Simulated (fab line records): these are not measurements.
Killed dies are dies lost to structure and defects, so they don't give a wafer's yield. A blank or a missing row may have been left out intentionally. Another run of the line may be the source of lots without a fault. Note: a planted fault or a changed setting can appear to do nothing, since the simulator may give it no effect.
fab line records	flow berkeley_cmos170
record lots=6	wafers=18	last_day=10
route steps=331 shown NLDD@159 SPACER@171 PSD@175 M3@331
lots with no fault: from the same line, run without faults
start_h: start of the lot's first displayed wafer, in hours after the record's first day	wait_h: how many hours have passed since the lot's step before this one	" same as the row above	L1.1+2: one row covering several wafers at once	- no value, or no start given	* or withheld: withheld	< > ~ a bound
route shown NAME@n: a module of which the file shows steps, and the number in the route of the first	usual: mean/standard deviation of fault-free wafers	same: alike in all rows	chamber/n: place in a boat	sites: each site's reading	_std_site: standard deviation across them	_edge_site: the outer-site mean with the inner-site mean subtracted	radius_mm: for every site, how far away it sits from the centre of the wafer	mask NAME#n: copy n	behind: the last tool/chamber to shape the wafer	hold: cause of the lot's hold/its duration in hours/its outcome	device: names the non-switching transistor (n, p or np)	end of line: tests run on the same wafers once the route is complete	a step given without rows: its recipe and nothing more	killed: the dies lost at the first sort to structure and to defects; this is not the yield of the wafer	map: dies across one wafer; x = killed, . = not, _ = none there
set.NAME: the setting that was run; set.NAME@STEP: the one run at that earlier step	model.NAME: the simulator's own value behind a step, which no gauge read
lots at some steps of the route; a table a step, a row a wafer
services: a tool's chamber out of use, with start hour (start_h, from the record's first day; less than 0 if before it), hours out, and reason
## steps
# step UCB170_NLDD_COAT_01
# recipe resist=KrF	spin_rpm=1500	resist_thk_nm=900
# step UCB170_NLDD_SOFTBAKE_02
# recipe resist=KrF	temp_c=130	time_s=60
# step UCB170_NLDD_EXPOSE_03
# recipe mask_id=NSELECT	na=0.5	sigma_outer=0.6	source_shape=conventional	target_cd_nm=1200	dose_mj=30
# step UCB170_NLDD_PEB_04
# recipe peb_temp_c=130	peb_time_s=withheld	resist=KrF
# step UCB170_NLDD_DEVELOP_05
# recipe developer=TMAH	develop_time_s=45	resist=KrF	dev_temp_c=21
# step UCB170_NLDD_CD_MEAS_06
# recipe target_cd_nm=1200
# usual cd_nm=1200.3/1.3
lot.wafer	tool	chamber	start_h	wait_h	cd_nm
L726.1	cd_sem-02	-	119.61	-	1200.6
L726.2	"	-	"	"	1201.0
L726.4	"	-	"	"	1200.6
L727.3	cd_sem-01	-	119.93	-	1199.8
L727.4	"	-	"	"	1200.1
L727.5	"	-	"	"	1199.4
L732.1	cd_sem-01	-	154.99	-	1199.8
L732.2	"	-	"	"	1203.2
L732.3	"	-	"	"	1200.5
L737.1	cd_sem-01	-	184.65	-	1202.0
L737.4	"	-	"	"	1201.7
L737.5	"	-	"	"	1202.3
L741.1	cd_sem-02	-	203.29	-	1202.5
L741.2	"	-	"	"	1203.3
L741.4	"	-	"	"	1201.6
L743.1	cd_sem-01	-	210.41	-	1199.8
L743.5	"	-	"	"	1199.8
L743.6	"	-	"	"	1199.9
# step UCB170_NLDD_OVL_MEAS_07
# usual NLDD_OVL=-4/4.7
lot.wafer	tool	chamber	start_h	wait_h	NLDD_OVL[nm]
L726.1	overlay-01	-	119.73	0.1	-6
L726.2	"	-	"	"	-6
L726.4	"	-	"	"	-6
L727.3	overlay-01	-	120.03	0.1	-8
L727.4	"	-	"	"	-1
L727.5	"	-	"	"	-3
L732.1	overlay-01	-	155.11	0.1	-8
L732.2	"	-	"	"	-1
L732.3	"	-	"	"	-5
L737.1	overlay-01	-	184.77	0.1	-5
L737.4	"	-	"	"	-7
L737.5	"	-	"	"	-4
L741.1	overlay-02	-	203.41	0.1	-5
L741.2	"	-	"	"	-6
L741.4	"	-	"	"	-7
L743.1	overlay-01	-	210.53	0.1	-6
L743.5	"	-	"	"	-5
L743.6	"	-	"	"	-8
# step UCB170_NLDD_IMPLANT_08
# recipe species=As	dose_cm2=5e+13	energy_kev=30	tilt_deg=7	rotation_deg=0
# step UCB170_NLDD_IMPLANT_09
# recipe species=As	dose_cm2=5e+13	energy_kev=30	tilt_deg=7	rotation_deg=180
# step UCB170_NLDD_STRIP_10
# recipe chemistry=O2	power_w=400	pressure_mtorr=3500	platen_temp_c=withheld	o2_flow_sccm=400	overash_fraction=0.5
# usual chamber_pressure_mTorr=3499/3.4	drypump_motor_current_A=5.8/0.61	o2_flow_sccm=400.4/1.3	oes_product_au=0.735/0.0046	strip_time_to_endpoint_s=21.62/0.072
lot.wafer	tool	chamber	start_h	wait_h	chamber_pressure_mTorr	drypump_motor_current_A	o2_flow_sccm	oes_product_au	rf_hours_counter_h	strip_time_to_endpoint_s
L726.1	plasma_asher-01	0	120.07	0.1	3496	6.5	400.9	0.732	0	21.64
L726.2	"	1	"	"	3496	5.4	401.1	0.734	0	21.53
L726.4	"	0	"	"	3500	6.5	401.7	0.736	-	21.61
L727.3	plasma_asher-04	1	120.38	0.1	3505	6.0	400.8	0.734	-	21.63
L727.4	"	0	"	"	3500	4.7	401.1	0.732	-	21.58
L727.5	"	1	"	"	3496	6.0	399.7	0.727	-	21.65
L732.1	plasma_asher-03	1	155.45	0.1	3497	6.2	400.6	0.732	37	21.51
L732.2	"	0	"	"	3498	5.4	401.7	0.731	37	21.57
L732.3	"	0	"	"	3498	5.4	401.6	0.744	-	21.56
L737.1	plasma_asher-04	0	185.10	0.1	3497	4.7	399.1	0.742	51	21.66
L737.4	"	0	"	"	3503	4.7	398.5	0.731	-	21.64
L737.5	"	1	"	"	3498	6.0	400.4	0.740	-	21.65
L741.1	plasma_asher-01	0	203.74	0.1	3506	6.5	401.9	0.737	9	21.54
L741.2	"	1	"	"	3494	5.4	400.4	0.740	9	21.59
L741.4	"	1	"	"	3492	5.4	401.1	0.739	-	21.60
L743.1	plasma_asher-01	0	210.86	0.1	3500	6.5	401.3	0.732	10	21.63
L743.5	"	0	"	"	3501	6.5	400.2	0.737	-	21.60
L743.6	"	1	"	"	3499	5.4	400.6	0.734	-	21.64
# step UCB170_NLDD_TW_MEAS_11
# usual NLDD_TW=2232/33
lot.wafer	tool	chamber	start_h	wait_h	NLDD_TW
L726.1	film_metro-02	-	120.17	0.1	2204
L726.2	"	-	"	"	2203
L726.4	"	-	"	"	2201
L727.3	film_metro-03	-	120.47	0.1	2240
L727.4	"	-	"	"	2237
L727.5	"	-	"	"	2231
L732.1	film_metro-03	-	155.55	0.1	2230
L732.2	"	-	"	"	2232
L732.3	"	-	"	"	2227
L737.1	film_metro-02	-	185.20	0.1	2195
L737.4	"	-	"	"	2202
L737.5	"	-	"	"	2195
L741.1	film_metro-04	-	203.84	0.1	2287
L741.2	"	-	"	"	2279
L741.4	"	-	"	"	2276
L743.1	film_metro-02	-	210.96	0.1	2202
L743.5	"	-	"	"	2198
L743.6	"	-	"	"	2183
# step UCB170_NLDD_CLEAN_12
# recipe chemistry=SPM	temp_c=120	time_s=600
# step UCB170_SPACER_CVD_00
# recipe material=SiO2	target_thk_nm=376	temp_c=390	precursor=TEOS/O2	time_s=47	rf_w=550	pressure_mtorr=9000
# usual heater_power_w=252/50	pressure_mtorr=9001/19
lot.wafer	tool	chamber	start_h	wait_h	heater_power_w	pressure_mtorr	model.SiO2_of_SPACER_CVD_00.thk_nm
L726.1	pecvd-02	1	120.40	0.0	292	9020	368.5
L726.2	"	2	"	"	266	8991	367.1
L726.4	"	1	"	"	313	9010	373.5
L727.3	pecvd-01	2	120.72	0.0	208	8979	373.9
L727.4	"	1	"	"	185	8989	378.5
L727.5	"	0	"	"	251	8987	374.7
L732.1	pecvd-02	0	155.78	0.0	212	9006	374.2
L732.2	"	2	"	"	270	9020	372.3
L732.3	"	1	"	"	310	8978	401.2
L737.1	pecvd-02	2	187.92	0.0	303	8987	371.1
L737.4	"	2	"	"	300	9016	377.6
L737.5	"	1	"	"	321	8998	408.1
L741.1	pecvd-01	1	204.08	0.0	292	8995	377.7
L741.2	"	0	"	"	309	9006	375.8
L741.4	"	1	"	"	191	9003	383.7
L743.1	pecvd-04	1	211.20	0.0	209	8973	372.4
L743.5	"	2	"	"	335	8962	371.7
L743.6	"	1	"	"	217	9010	380.2
# step UCB170_SPACER_THK_MEAS_01
# recipe reads=SiO2_of_SPACER_CVD_00
# usual SPACER_TEOS_THK=375/5.4
lot.wafer	tool	chamber	start_h	wait_h	SPACER_TEOS_THK[nm]
L726.1	film_metro-02	-	120.45	0.0	369
L726.2	"	-	"	"	367
L726.4	"	-	"	"	374
L727.3	film_metro-02	-	120.78	0.0	374
L727.4	"	-	"	"	379
L727.5	"	-	"	"	374
L732.1	film_metro-01	-	155.82	0.0	374
L732.2	"	-	"	"	372
L732.3	"	-	"	"	401
L737.1	film_metro-02	-	187.97	0.0	371
L737.4	"	-	"	"	377
L737.5	"	-	"	"	408
L741.1	film_metro-02	-	204.12	0.0	378
L741.2	"	-	"	"	376
L741.4	"	-	"	"	384
L743.1	film_metro-04	-	211.24	0.0	373
L743.5	"	-	"	"	372
L743.6	"	-	"	"	380
# step UCB170_SPACER_ANNEAL_02
# recipe temp_c=900	time_s=1800	ambient=N2
# step UCB170_SPACER_ETCHBACK_03
# recipe stop_on=Si	target=SiO2	chemistry=CHF3/CF4/Ar	CHF3_flow_sccm=50	cf4_flow_sccm=10	Ar_flow_sccm=120	pressure_mtorr=200	rf_w=500	target_depth_a=3760	time_s=100
# usual chamber_pressure_mTorr=200.00/0.18	drypump_motor_current_A=5.7/0.48	oes_product_au=0.904/0.014	throttle_valve_pct=6.41/0.14
lot.wafer	tool	chamber	start_h	wait_h	chamber_pressure_mTorr	drypump_motor_current_A	oes_product_au	rf_hours_counter_h	throttle_valve_pct	model.etch.depth_nm
L726.1	rie_diel-01	3	123.98	0.0	200.11	5.8	0.893	53	6.27	368.5
L726.2	"	2	"	"	200.03	6.6	0.891	63	6.27	367.1
L726.4	"	3	"	"	200.03	5.8	0.905	-	6.27	373.5
L727.3	rie_diel-02	1	124.06	0.1	199.94	5.2	0.906	4	6.24	373.9
L727.4	"	3	"	"	200.03	5.5	0.919	107	6.33	378.5
L727.5	"	0	"	"	199.84	5.7	0.887	-	6.59	374.7
L732.1	rie_diel-01	3	160.06	0.0	200.29	5.8	0.912	54	6.27	374.2
L732.2	"	0	"	"	199.66	5.5	0.887	65	6.42	372.3
L732.3	"	1	"	"	200.18	5.4	0.938	2	6.47	401.2
L737.1	rie_diel-03	0	189.75	0.0	199.96	4.9	0.886	20	6.38	371.1
L737.4	"	2	"	"	199.90	6.0	0.912	98	6.24	377.6
L737.5	"	1	"	"	200.07	5.6	0.989	-	6.65	408.1
L741.1	rie_diel-03	2	207.68	0.0	199.83	5.9	0.898	99	6.25	377.7
L741.2	"	1	"	"	199.93	5.7	0.928	69	6.65	375.8
L741.4	"	0	"	"	200.13	4.9	0.912	21	6.38	383.7
L743.1	rie_diel-01	2	214.58	0.0	200.14	6.5	0.911	67	6.26	372.4
L743.5	"	0	"	"	200.18	5.5	0.897	-	6.44	371.7
L743.6	"	3	"	"	199.55	5.8	0.922	-	6.26	380.2
# step UCB170_PSD_HMDS_00
# recipe prime_time_s=60	prime_temp_c=100
# step UCB170_M3_PROBE_99
lot.wafer	tool	chamber	start_h	wait_h	model.etest.pplus_sal.width_nm	model.etest.nplus_sal.width_nm	model.etest.nmos_0p35.r_on_ohm_um	model.etest.field_p_metal.vt_v	model.etest.field_n_metal.vt_v	model.etest.pplus_sal.line_ohm_um	model.etest.nplus_sal.line_ohm_um
L727.3	prober-01	-	161.81	0.2	713.1	715.3	1467	-59.02	52.11	5.141	5.18
L727.4	prober-01	-	161.86	0.2	708.4	710.6	1493	-58.69	52.01	5.25	5.201
L727.5	prober-01	-	161.91	0.2	711.1	711.1	1497	-58.99	52.13	5.251	5.165
L726.1	prober-02	-	162.06	0.1	734.1	732.3	1436	-58.31	51.42	5.031	4.911
L726.2	prober-02	-	162.11	0.1	724.2	725.2	1433	-58.29	51.42	5.104	5.064
L726.4	prober-02	-	162.21	0.2	724.8	723.2	1459	-57.83	51.15	5.092	4.979
L732.1	prober-01	-	193.13	0.1	685.9	681.2	1500	-60.66	53.09	5.425	5.381
L732.2	prober-01	-	193.18	0.1	688.3	691.9	1468	-61.2	53.61	5.397	5.281
L732.3	prober-01	-	193.23	0.2	604.5	603.2	1540	-62.75	55.02	6.144	6.105
L737.1	prober-01	-	224.49	0.1	701.8	707	1468	-59.56	52.22	5.159	5.214
L737.4	prober-01	-	224.64	0.2	719.9	722.7	1476	-59.22	51.98	5.044	4.931
L737.5	prober-01	-	224.69	0.2	626.8	626.9	1545	-62.16	54.61	5.917	5.716
L741.1	prober-01	-	240.56	0.1	738.2	738.7	1467	-57.02	50.34	4.986	4.932
L741.2	prober-01	-	240.61	0.1	712.8	715.6	1466	-57.35	50.77	5.043	5.056
L741.4	prober-01	-	240.71	0.2	695.6	695.1	1496	-58.28	51.38	5.412	5.387
L743.1	prober-02	-	243.18	0.1	697.5	699.3	1484	-59.97	52.9	5.26	5.202
L743.5	prober-02	-	243.38	0.2	698.7	701.1	1483	-59.79	52.65	5.287	5.168
L743.6	prober-02	-	243.43	0.2	703	701.4	1506	-59.59	52.88	5.201	5.125
# killed by level:class
L727.3 M2:geometric_particle:open=1
L727.4 GATE:geometric_particle:open=1
L727.5 SILICIDE:geometric_particle:short=1 M2:geometric_particle:open=1
L726.1 GATE:geometric_particle:open=1 M2:geometric_particle:short=1 V2:geometric_particle:open=1
L726.2 GATE:geometric_particle:short=1 GATE:geometric_particle:open=1 V2:geometric_particle:open=1 NWELL:area_etch=1
L726.4 SACOX:geometric_particle:short=1 SPACER:geometric_particle:open=1 CONTACT:geometric_particle:short=1
L737.1 ACTIVE:area_etch=3 GATE:geometric_particle:open=1 SILICIDE:geometric_particle:open=1
L737.4 WELLDRIVE:geometric_particle:short=1 GATE:geometric_particle:open=1 M2:geometric_particle:open=1 M3:geometric_particle:short=1
L737.5 SPACER:area_etchback=2 GATE:geometric_particle:short=1 CONTACT:geometric_particle:open=1 V1:geometric_particle:open=1 ACTIVE:area_etch=1
L741.1 V1:geometric_particle:short=1
L741.2 GATE:geometric_particle:open=1
L741.4 GATE:geometric_particle:open=1 SILICIDE:geometric_particle:short=1
L743.1 SACOX:geometric_particle:short=1 GATE:geometric_particle:open=1 SPACER:geometric_particle:short=1 M3:geometric_particle:short=1
L743.5 SACOX:geometric_particle:short=1
L743.6 M3:geometric_particle:short=2 WELLDRIVE:geometric_particle:open=1 FIELD:geometric_particle:open=1 SILICIDE:geometric_particle:open=1
## services
tool	chamber	start_h	hours	kind
rie_diel-01	1	103.74	-	clean
rie_diel-01	1	103.74	23.4	scheduled_down
rie_diel-01	1	103.74	23.4	vent_cycle
plasma_asher-01	-	108.75	9.0	pm
plasma_asher-01	0	108.75	9.0	vent_cycle
plasma_asher-01	1	108.75	9.0	vent_cycle
pecvd-01	2	111.05	3.6	repair
pecvd-01	1	113.01	3.3	repair
rie_diel-01	-	115.14	0.5	repair
pecvd-02	-	115.64	0.4	repair
plasma_asher-01	0	117.75	-	clean
plasma_asher-01	1	117.75	-	clean
pecvd-01	-	135.50	14.0	pm
pecvd-01	0	135.50	14.0	vent_cycle
pecvd-01	1	135.50	14.0	vent_cycle
pecvd-01	2	135.50	14.0	vent_cycle
pecvd-02	-	138.98	1.6	repair
pecvd-01	0	149.50	-	clean
pecvd-01	1	149.50	-	clean
pecvd-01	2	149.50	-	clean
rie_diel-02	0	151.23	7.4	repair
plasma_asher-01	-	163.42	2.4	repair
rie_diel-02	3	175.74	15.9	repair
pecvd-01	2	209.12	1.7	repair
## key
first_sign step=UCB170_SPACER_THK_MEAS_01	reading=SPACER_TEOS_THK	direction=up	sigmas=5.5	usual=375	struck=405
effect step=UCB170_SPACER_ETCHBACK_03	reading=oes_product_au	direction=up	sigmas=4.2	usual=0.904	struck=0.963
model_effect step=UCB170_SPACER_CVD_00	value=SiO2_of_SPACER_CVD_00.thk_nm	without=375.4	struck=404.6
model_effect step=UCB170_SPACER_ETCHBACK_03	value=etch.depth_nm	without=375.4	struck=404.6
model_effect step=UCB170_M3_PROBE_99	value=etest.pplus_sal.width_nm	without=680.4	struck=615.6
met_at UCB170_SPACER_CVD_00
struck_wafers L732.3,L737.5
sort_left_out L732.3
tester_left_out L732,L737
onset_between 120.40 155.78
fault kind=process_parameter_drift	tool=pecvd-02	chamber=1	onset_h=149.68	steps=UCB170_SPACER_CVD_00	channel=target_thk_nm	offset=29.238	shape=step	end_h=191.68	acts_in=these_recipes_only	stated=376
# tester_left_out: of these lots the tester's yield and bins aren't shown, on N5 and GAA mostly nor the transistor test; their killed dies are dies lost to structure and defects alone, not to doping, threshold or leakage, so they don't give the yield
# sort_left_out: the simulated sort isn't trusted on such a fault, so these wafers' sort isn't shown, and their yield isn't known
